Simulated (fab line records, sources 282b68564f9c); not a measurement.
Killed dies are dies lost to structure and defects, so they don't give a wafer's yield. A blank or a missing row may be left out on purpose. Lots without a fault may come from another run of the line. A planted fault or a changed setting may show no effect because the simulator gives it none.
Which tool did it? | flow rit_cmos | 7 lots, 21 wafers sampled, at 2 steps of a route of 202

WHAT THE GAUGES READ, wafer by wafer
RIT_SDANNEAL_RS_MEAS_06: measures by four-point-probe.
lot  | measured    | on            | PLDD_RS (ohm/sq)
L830 | day 4 02:40 | film_metro-02 | 178.8 178.2 178.9
L832 | day 4 06:40 | film_metro-02 | 178.8 179.2 179.4
L835 | day 4 22:56 | film_metro-02 | 178.5 178.4 178.0
L839 | day 6 00:46 | film_metro-02 | 179.0 179.0 178.4
L841 | day 6 16:30 | film_metro-04 | 178.2 178.2 178.1
L847 | day 7 12:22 | film_metro-01 | 183.2 183.3 182.9
L849 | day 7 19:16 | film_metro-01 | 179.0 178.3 178.1

WHICH TOOL RAN EACH LOT (tool, then ch and the chambers of the sampled wafers, then the start)
lot  | RIT_PLDD_IMPLANT_08
L830 | implanter-02 ch 0, day 3 20:04
L832 | implanter-04 ch 0, day 4 00:05
L835 | implanter-03 ch 0, day 4 15:14
L839 | implanter-03 ch 0, day 5 18:08
L841 | implanter-04 ch 0, day 6 09:31
L847 | implanter-03 ch 0, day 7 05:11
L849 | implanter-02 ch 0, day 7 11:19
- RIT_PLDD_IMPLANT_08

THE ANSWER, worked out from the rows above alone
Rule: what is usual is taken from the lots themselves. Put in order of their means at a reading, lots are off if they are a third of the lots or fewer, leave a main group of 4 or more, and stand apart from it by a gap of 3 or more times the standard deviation of the main group's means; of several such gaps the widest counts. A main group whose means are all the same, to the digits that the tables above print for the reading, isn't used. A lot without any number at a reading at which 4 lots or more have one is off too. The other lots that the step has rows for count as sound.
Off: L847, at RIT_SDANNEAL_RS_MEAS_06 (PLDD_RS). The main group: mean 178.6 ohm/sq, standard deviation 0.32.
A tool fits if, at a process step before that reading, it ran every lot that is off, and no sound lot after the first of them. The gauges at RIT_SDANNEAL_RS_MEAS_06 are tried like those tools. One fits: implanter-03 at RIT_PLDD_IMPLANT_08. Its last sound lot is L839 (day 5 18:08), its first lot that is off L847 (day 7 05:11): a fault that began between those two fits.

WHAT THE SIMULATOR HAD PUT IN
Process parameter drift: implanter-03, from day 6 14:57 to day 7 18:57, at RIT_PLDD_IMPLANT_08. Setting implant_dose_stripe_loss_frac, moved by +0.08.
Lots struck among those shown: L847. The rule above found the same.
